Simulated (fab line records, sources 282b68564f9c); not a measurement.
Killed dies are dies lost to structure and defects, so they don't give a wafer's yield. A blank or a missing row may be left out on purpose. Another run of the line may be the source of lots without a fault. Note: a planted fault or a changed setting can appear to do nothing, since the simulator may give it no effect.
fab line records	flow rit_cmos
record: lots: 14	wafers: 42	last_day: 8
route steps=202 shown ACTIVE@3 NRETRO@62 NLDD@111 SILICIDE@161 M1@202
lots that met no fault: taken from a fault-free run of the same line
start_h: start of the lot's first displayed wafer, in hours after the record's first day	wait_h: hours from the lot's prior step to this one	" as in the row above	L1.1+2: a single row standing in for several wafers	- either no value or no given start	* or withheld: withheld	< > ~ a bound
route shown NAME@n: a module of which the file shows steps, and the number in the route of the first	usual: the fault-free wafers' mean and standard deviation	same: alike in all rows	chamber/n: place in a boat	sites: readings site by site	_std_site: the standard deviation of these	_edge_site: outer sites' mean less inner sites'	radius_mm: how far each site lies from the wafer's centre	mask NAME#n: copy n	behind: tool/chamber where the wafer was last shaped	hold: reason for holding the lot/hours on hold/outcome of the hold	device: whichever transistor did not switch (one of n, p or np)	end of line: at the end of the route, the tests of the same wafers	a step given without rows: its recipe and nothing more	killed: dies lost to structure and defects at the first sort, not the wafer's yield	map: a wafer's dies, x killed, . not, _ none there
set.NAME: the setting the step ran with; set.NAME@STEP: the setting that earlier step ran with	model.NAME: the simulator's own value behind a step, which no gauge read
one table for each step of the route and one row for each wafer, over a sample of lots
services: from which hour (start_h, from the record's first day; less than 0 if before it) a tool's chamber was out of use, for how many hours, and why
== steps ==
step: RIT_ACTIVE_THK_MEAS_02
recipe: reads: SiO2_of_ACTIVE_OXIDATION_01
usual: ACTIVE_OXIDE_THK: 46.6/0.71
lot.wafer	tool	chamber	start_h	wait_h	ACTIVE_OXIDE_THK[nm]
L407.1	film_metro-02	-	12.65	0.0	47.7
L407.2	"	-	"	"	46.5
L407.4	"	-	"	"	47.5
L408.3	film_metro-03	-	17.66	0.0	46.8
L408.4	"	-	"	"	47.5
L408.6	"	-	"	"	45.9
L409.1	film_metro-03	-	22.39	0.0	47.4
L409.3	"	-	"	"	47.1
L409.6	"	-	"	"	46.6
L411.1	film_metro-01	-	32.84	0.0	46.6
L411.5	"	-	"	"	46.8
L411.6	"	-	"	"	46.7
L412.1	film_metro-02	-	37.40	0.0	47.6
L412.5	"	-	"	"	46.7
L412.6	"	-	"	"	46.2
L414.1	film_metro-02	-	47.86	0.0	47.3
L414.3	"	-	"	"	47.0
L414.4	"	-	"	"	46.8
L415.2	film_metro-02	-	52.19	0.0	45.8
L415.4	"	-	"	"	46.4
L415.6	"	-	"	"	46.4
L416.1	film_metro-03	-	57.05	0.0	47.0
L416.3	"	-	"	"	47.4
L416.6	"	-	"	"	47.2
L418.2	film_metro-01	-	67.06	0.0	46.9
L418.4	"	-	"	"	47.3
L418.6	"	-	"	"	46.8
L419.1	film_metro-03	-	72.05	0.0	44.5
L419.2	"	-	"	"	45.5
L419.3	"	-	"	"	45.2
L425.1	film_metro-03	-	103.63	0.0	46.4
L425.4	"	-	"	"	46.5
L425.6	"	-	"	"	46.4
L426.2	film_metro-01	-	109.53	0.0	46.9
L426.3	"	-	"	"	45.8
L426.4	"	-	"	"	45.9
L427.2	film_metro-02	-	114.26	0.0	46.5
L427.3	"	-	"	"	47.0
L427.6	"	-	"	"	46.3
L429.1	film_metro-02	-	132.26	0.0	47.0
L429.2	"	-	"	"	46.6
L429.3	"	-	"	"	46.3
step: RIT_ACTIVE_CD_MEAS_11
recipe: target_cd_nm: 1400
usual: cd_nm: 1400.1/2.3
lot.wafer	tool	chamber	start_h	wait_h	cd_nm
L407.1	cd_sem-02	-	15.16	-	1400.9
L407.2	"	-	"	"	1402.3
L407.4	"	-	"	"	1399.9
L408.3	cd_sem-02	-	21.48	-	1397.0
L408.4	"	-	"	"	1398.7
L408.6	"	-	"	"	1397.2
L409.1	cd_sem-02	-	24.86	-	1400.0
L409.3	"	-	"	"	1399.5
L409.6	"	-	"	"	1399.3
L411.1	cd_sem-02	-	35.35	-	1400.8
L411.5	"	-	"	"	1400.7
L411.6	"	-	"	"	1400.9
L412.1	cd_sem-01	-	39.78	-	1407.9
L412.5	"	-	"	"	1406.1
L412.6	"	-	"	"	1404.8
L414.1	cd_sem-02	-	50.51	-	1399.2
L414.3	"	-	"	"	1401.2
L414.4	"	-	"	"	1401.1
L415.2	cd_sem-02	-	54.74	-	1404.6
L415.4	"	-	"	"	1403.0
L415.6	"	-	"	"	1403.6
L416.1	cd_sem-01	-	59.56	-	1400.0
L416.3	"	-	"	"	1401.8
L416.6	"	-	"	"	1401.2
L418.2	cd_sem-02	-	69.58	-	1403.2
L418.4	"	-	"	"	1400.7
L418.6	"	-	"	"	1400.7
L419.1	cd_sem-01	-	74.44	-	1401.2
L419.2	"	-	"	"	1399.0
L419.3	"	-	"	"	1398.6
L425.1	cd_sem-02	-	106.02	-	1394.7
L425.4	"	-	"	"	1398.8
L425.6	"	-	"	"	1396.5
L426.2	cd_sem-01	-	112.05	-	1401.1
L426.3	"	-	"	"	1399.6
L426.4	"	-	"	"	1400.9
L427.2	cd_sem-01	-	116.66	-	1395.0
L427.3	"	-	"	"	1397.5
L427.6	"	-	"	"	1396.3
L429.1	cd_sem-01	-	134.64	-	1400.2
L429.2	"	-	"	"	1400.5
L429.3	"	-	"	"	1399.9
step: RIT_NRETRO_STRIP_09
recipe: chemistry: O2	time_s: 180	resist: NOVOLAK	platen_temp_c: withheld	power_w: 500	pressure_mtorr: 4000	o2_flow_sccm: 4000
usual: drypump_motor_current_A: 6.1/0.5
lot.wafer	tool	chamber	start_h	wait_h	drypump_motor_current_A	rf_hours_counter_h
L407.1	plasma_asher-02	1	31.51	0.1	5.5	37
L407.2	"	0	"	"	5.9	37
L407.4	"	0	"	"	5.9	-
L408.3	plasma_asher-02	1	37.46	0.1	5.5	-
L408.4	"	0	"	"	5.9	-
L408.6	"	1	"	"	5.5	-
L409.1	plasma_asher-03	0	41.86	0.1	6.0	40
L409.3	"	0	"	"	6.0	-
L409.6	"	0	"	"	6.1	-
L411.1	plasma_asher-03	1	51.67	0.1	6.8	41
L411.5	"	0	"	"	6.0	-
L411.6	"	1	"	"	6.8	-
L412.1	plasma_asher-03	1	58.82	0.1	6.8	42
L412.5	"	0	"	"	6.0	-
L412.6	"	1	"	"	6.8	-
L414.1	plasma_asher-03	0	65.43	0.1	6.0	43
L414.3	"	0	"	"	6.0	-
L414.4	"	1	"	"	6.8	-
L415.2	plasma_asher-03	0	71.00	0.1	6.0	43
L415.4	"	1	"	"	6.8	-
L415.6	"	0	"	"	6.0	-
L416.1	plasma_asher-04	0	76.21	0.1	5.7	44
L416.3	"	0	"	"	5.8	-
L416.6	"	0	"	"	5.7	-
L418.2	plasma_asher-04	0	87.07	0.1	5.8	45
L418.4	"	0	"	"	5.8	-
L418.6	"	1	"	"	5.4	-
L419.1	plasma_asher-04	0	97.22	0.1	5.8	46
L419.2	"	1	"	"	5.4	46
L419.3	"	1	"	"	5.4	-
L425.1	plasma_asher-02	0	130.80	0.1	5.9	1
L425.4	"	1	"	"	5.5	-
L425.6	"	1	"	"	5.5	-
L426.2	plasma_asher-02	0	143.52	0.1	5.9	2
L426.3	"	1	"	"	5.5	-
L426.4	"	0	"	"	5.9	-
L427.2	plasma_asher-02	1	148.65	0.1	5.5	2
L427.3	"	1	"	"	5.5	-
L427.6	"	0	"	"	5.9	-
L429.1	plasma_asher-03	0	161.17	0.1	6.0	51
L429.2	"	1	"	"	6.8	51
L429.3	"	0	"	"	6.0	-
step: RIT_NLDD_IMPLANT_08
recipe: species: P	energy_kev: 20	dose_cm2: 5e+14	tilt_deg: 7
usual: beam_on_s: 10.01/0.19
same: implant_ion_amu: 31
lot.wafer	tool	chamber	start_h	wait_h	beam_on_s
L407.1	implanter-02	0	43.08	0.1	9.70
L407.2	"	0	"	"	10.16
L407.4	"	0	"	"	10.25
L408.3	implanter-01	0	53.55	0.1	9.82
L408.4	"	0	"	"	9.87
L408.6	"	0	"	"	10.19
L409.1	implanter-02	0	56.05	0.1	10.31
L409.3	"	0	"	"	10.27
L409.6	"	0	"	"	9.99
L411.1	implanter-01	0	67.15	0.1	10.14
L411.5	"	0	"	"	9.96
L411.6	"	0	"	"	9.94
L412.1	implanter-02	0	76.28	0.1	10.09
L412.5	"	0	"	"	9.86
L412.6	"	0	"	"	10.12
L414.1	implanter-01	0	81.37	0.1	10.23
L414.3	"	0	"	"	10.20
L414.4	"	0	"	"	10.23
L415.2	implanter-01	0	89.18	0.1	10.29
L415.4	"	0	"	"	10.05
L415.6	"	0	"	"	9.88
L416.1	implanter-02	0	93.42	0.1	9.56
L416.3	"	0	"	"	9.86
L416.6	"	0	"	"	9.79
L418.2	implanter-01	0	104.30	0.1	10.15
L418.4	"	0	"	"	9.89
L418.6	"	0	"	"	10.13
L419.1	implanter-01	0	113.54	0.1	9.97
L419.2	"	0	"	"	10.19
L419.3	"	0	"	"	10.24
L425.1	implanter-02	0	156.50	0.1	10.21
L425.4	"	0	"	"	9.99
L425.6	"	0	"	"	10.13
L426.2	implanter-02	0	164.13	0.1	10.34
L426.3	"	0	"	"	9.97
L426.4	"	0	"	"	10.04
L427.2	implanter-03	0	164.25	0.1	9.86
L427.3	"	0	"	"	10.09
L427.6	"	0	"	"	9.88
L429.1	implanter-01	0	177.44	0.1	10.20
L429.2	"	0	"	"	9.91
L429.3	"	0	"	"	10.13
step: RIT_SDANNEAL_RS_MEAS_07
recipe: thk_meas_gauge: four-point-probe
usual: NLDD_RS: 151.6/0.57
lot.wafer	tool	chamber	start_h	wait_h	hold	NLDD_RS[ohm/sq]
L407.1	film_metro-01	-	52.15	0.1	-	150.9
L407.2	"	-	"	"	-	150.7
L407.4	"	-	"	"	-	150.6
L408.3	film_metro-03	-	61.86	0.1	-	152.9
L408.4	"	-	"	"	-	152.7
L408.6	"	-	"	"	-	152.7
L409.1	film_metro-03	-	64.41	0.1	-	151.0
L409.3	"	-	"	"	-	151.6
L409.6	"	-	"	"	-	151.6
L411.1	film_metro-01	-	75.31	0.1	-	151.1
L411.5	"	-	"	"	-	150.8
L411.6	"	-	"	"	-	151.1
L412.1	film_metro-01	-	84.68	0.1	-	151.9
L412.5	"	-	"	"	-	151.6
L412.6	"	-	"	"	-	152.1
L414.1	film_metro-03	-	89.84	0.1	-	151.5
L414.3	"	-	"	"	-	151.4
L414.4	"	-	"	"	-	152.0
L415.2	film_metro-03	-	97.24	0.1	-	152.4
L415.4	"	-	"	"	-	152.2
L415.6	"	-	"	"	-	152.4
L416.1	film_metro-02	-	101.49	0.1	-	152.3
L416.3	"	-	"	"	-	151.7
L416.6	"	-	"	"	-	151.7
L418.2	film_metro-01	-	112.25	0.1	-	151.0
L418.4	"	-	"	"	-	150.9
L418.6	"	-	"	"	-	151.4
L419.1	film_metro-03	-	121.59	0.1	-	151.7
L419.2	"	-	"	"	-	151.5
L419.3	"	-	"	"	-	151.6
L425.1	film_metro-02	-	172.53	0.1	await_dispo/0.2h/release	157.9
L425.4	"	-	"	"	await_dispo/0.2h/release	158.4
L425.6	"	-	"	"	await_dispo/0.2h/release	158.2
L425.1	film_metro-02	-	172.92	0.4	-	157.9
L425.4	"	-	"	"	-	158.3
L425.6	"	-	"	"	-	158.3
L426.2	film_metro-03	-	172.79	0.1	await_dispo/0.2h/release	157.3
L426.3	"	-	"	"	await_dispo/0.2h/release	157.5
L426.4	"	-	"	"	await_dispo/0.2h/release	156.9
L426.2	film_metro-03	-	173.20	0.4	-	157.0
L426.3	"	-	"	"	-	157.3
L426.4	"	-	"	"	-	157.0
L427.2	film_metro-01	-	173.00	0.1	-	152.0
L427.3	"	-	"	"	-	152.1
L427.6	"	-	"	"	-	152.4
L429.1	film_metro-02	-	187.32	0.1	-	152.2
L429.2	"	-	"	"	-	152.3
L429.3	"	-	"	"	-	151.9
step: RIT_SILICIDE_WET_ETCH_00
recipe: chemistry: BOE	target: SiO2	target_depth_nm: 14	time_s: 15	dry: n2_spin	dilution: 10:1	temp_c: 21.5
lot.wafer	tool	chamber	start_h	wait_h	hold
L407.1+2+4	wet_bench-02	3	52.27	0.1	-
L408.3+4+6	wet_bench-02	1	61.94	0.1	-
L409.1+3+6	wet_bench-02	0	64.53	0.1	-
L411.1+5+6	wet_bench-01	3	75.43	0.1	-
L412.1+5+6	wet_bench-01	1	84.80	0.1	-
L414.1+3+4	wet_bench-03	0	89.96	0.1	-
L415.2+4+6	wet_bench-03	1	97.34	0.1	-
L416.1+3+6	wet_bench-01	0	101.61	0.1	-
L418.2+4+6	wet_bench-01	0	112.35	0.1	-
L419.1+2+3	wet_bench-01	1	121.71	0.1	-
L427.2+3+6	wet_bench-03	0	173.10	0.1	-
L425.1+4+6	wet_bench-03	3	174.04	1.1	await_dispo/1.0h/release
L426.2+3+4	wet_bench-03	0	174.83	1.6	await_dispo/1.5h/release
L429.1+2+3	wet_bench-02	2	187.44	0.1	-
step: RIT_M1_PROBE_99
usual: killed_at_M0_to_M3: 0.0/0.14	killed_at_contacts: 0.1/0.3	killed_at_front_end: 7/3.1	killed_dies: 7/3.1	killed_open: 3.8/2.3	killed_short: 3.2/1.9
same: gross_dies: 264	killed_at_M4_up: 0	killed_at_back_side: 0	killed_at_other: 0
lot.wafer	tool	chamber	start_h	wait_h	killed_at_M0_to_M3	killed_at_contacts	killed_at_front_end	killed_dies	killed_open	killed_short
L425.1	prober-02	-	182.08	0.1	0	0	11	11	6	5
L425.4	prober-02	-	182.23	0.2	0	0	8	8	3	5
L425.6	prober-02	-	182.33	0.2	0	0	6	6	0	6
L426.2	prober-01	-	183.44	0.1	0	0	8	8	4	4
L426.3	prober-01	-	183.49	0.2	0	0	6	6	5	1
L426.4	prober-01	-	183.54	0.2	0	0	13	13	8	5
L429.1	prober-01	-	195.84	0.1	0	0	3	3	1	2
L429.2	prober-01	-	195.89	0.1	0	0	8	8	4	4
L429.3	prober-01	-	195.94	0.2	0	1	7	8	4	4
killed by level:class
L425.1 FOX1:geometric_particle:open=2 REOX:geometric_particle:open=2 FOX1:geometric_particle:short=1 FOX2:geometric_particle:short=1 REOX:geometric_particle:short=1 SPACER:geometric_particle:short=1 SPACER:geometric_particle:open=1 SILICIDE:geometric_particle:open=1
L425.4 REOX:geometric_particle:short=2 FOX1:geometric_particle:short=1 FOX2:geometric_particle:short=1 FOX2:geometric_particle:open=1 GATE:geometric_particle:open=1 REOX:geometric_particle:open=1 SILICIDE:geometric_particle:short=1
L425.6 FOX1:geometric_particle:short=2 FOX2:geometric_particle:short=1 GATE:geometric_particle:short=1 SPACER:geometric_particle:short=1 SILICIDE:geometric_particle:short=1
L426.2 GATE:geometric_particle:short=2 REOX:geometric_particle:short=2 SPACER:geometric_particle:open=2 GATE:geometric_particle:open=1 SILICIDE:geometric_particle:open=1
L426.3 SPACER:geometric_particle:open=4 GATE:geometric_particle:open=1 GATE:geometric_particle:short=1
L426.4 REOX:geometric_particle:open=4 FOX1:geometric_particle:short=2 GATE:geometric_particle:open=2 REOX:geometric_particle:short=2 FOX1:geometric_particle:open=1 SPACER:geometric_particle:short=1 SILICIDE:geometric_particle:open=1
L429.1 GATE:geometric_particle:short=2 FOX1:geometric_particle:open=1
L429.2 SILICIDE:geometric_particle:open=2 SILICIDE:geometric_particle:short=2 FOX1:geometric_particle:short=1 GATE:geometric_particle:short=1 GATE:geometric_particle:open=1 SPACER:geometric_particle:open=1
L429.3 REOX:geometric_particle:short=2 FOX1:geometric_particle:short=1 FOX2:geometric_particle:open=1 GATE:geometric_particle:open=1 GATE:geometric_particle:short=1 REOX:geometric_particle:open=1 CONTACT:geometric_particle:open=1
== services ==
tool	chamber	start_h	hours	kind
implanter-02	-	7.75	1.9	repair
implanter-03	-	9.56	111.6	pm
implanter-02	-	12.99	5.9	repair
implanter-01	-	48.89	1.2	repair
implanter-02	-	66.75	1.5	repair
plasma_asher-02	-	74.68	1.6	repair
wet_bench-03	-	74.90	1.9	pm
implanter-01	-	99.99	3.6	pm
wet_bench-03	-	107.65	11.5	repair
plasma_asher-02	-	108.75	9.0	pm
plasma_asher-02	0	108.75	9.0	vent_cycle
plasma_asher-02	1	108.75	9.0	vent_cycle
implanter-02	-	111.70	21.1	pm
plasma_asher-02	0	117.75	-	clean
plasma_asher-02	1	117.75	-	clean
implanter-01	-	123.96	0.8	repair
implanter-01	-	129.69	35.5	repair
implanter-02	-	132.78	2.1	pm
wet_bench-01	-	136.99	4.4	repair
implanter-03	-	155.03	2.2	repair
implanter-01	-	169.72	0.7	repair
implanter-03	-	174.37	1.2	repair
== key ==
first_sign: step: RIT_SDANNEAL_RS_MEAS_07	reading: NLDD_RS	direction: up	sigmas: 11	usual: 151.6	struck: 157.7
effect: step: RIT_SDANNEAL_RS_MEAS_07	reading: hold	direction: added
met_at RIT_NLDD_IMPLANT_08
struck_lots L425,L426
tester_left_out L425,L426
not_acting_at RIT_ACTIVE_THK_MEAS_02,RIT_ACTIVE_CD_MEAS_11,RIT_NRETRO_STRIP_09
onset_between 93.42 156.50
fault: kind: process_parameter_drift	tool: implanter-02	chamber: -	onset_h: 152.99	steps: RIT_NLDD_IMPLANT_08	channel: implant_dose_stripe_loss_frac	offset: 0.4	shape: step	end_h: 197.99
tester_left_out: of these lots the tester's yield and bins aren't shown, on N5 and GAA mostly nor the transistor test; their killed dies are dies lost to structure and defects alone, not to doping, threshold or leakage, so they don't give the yield
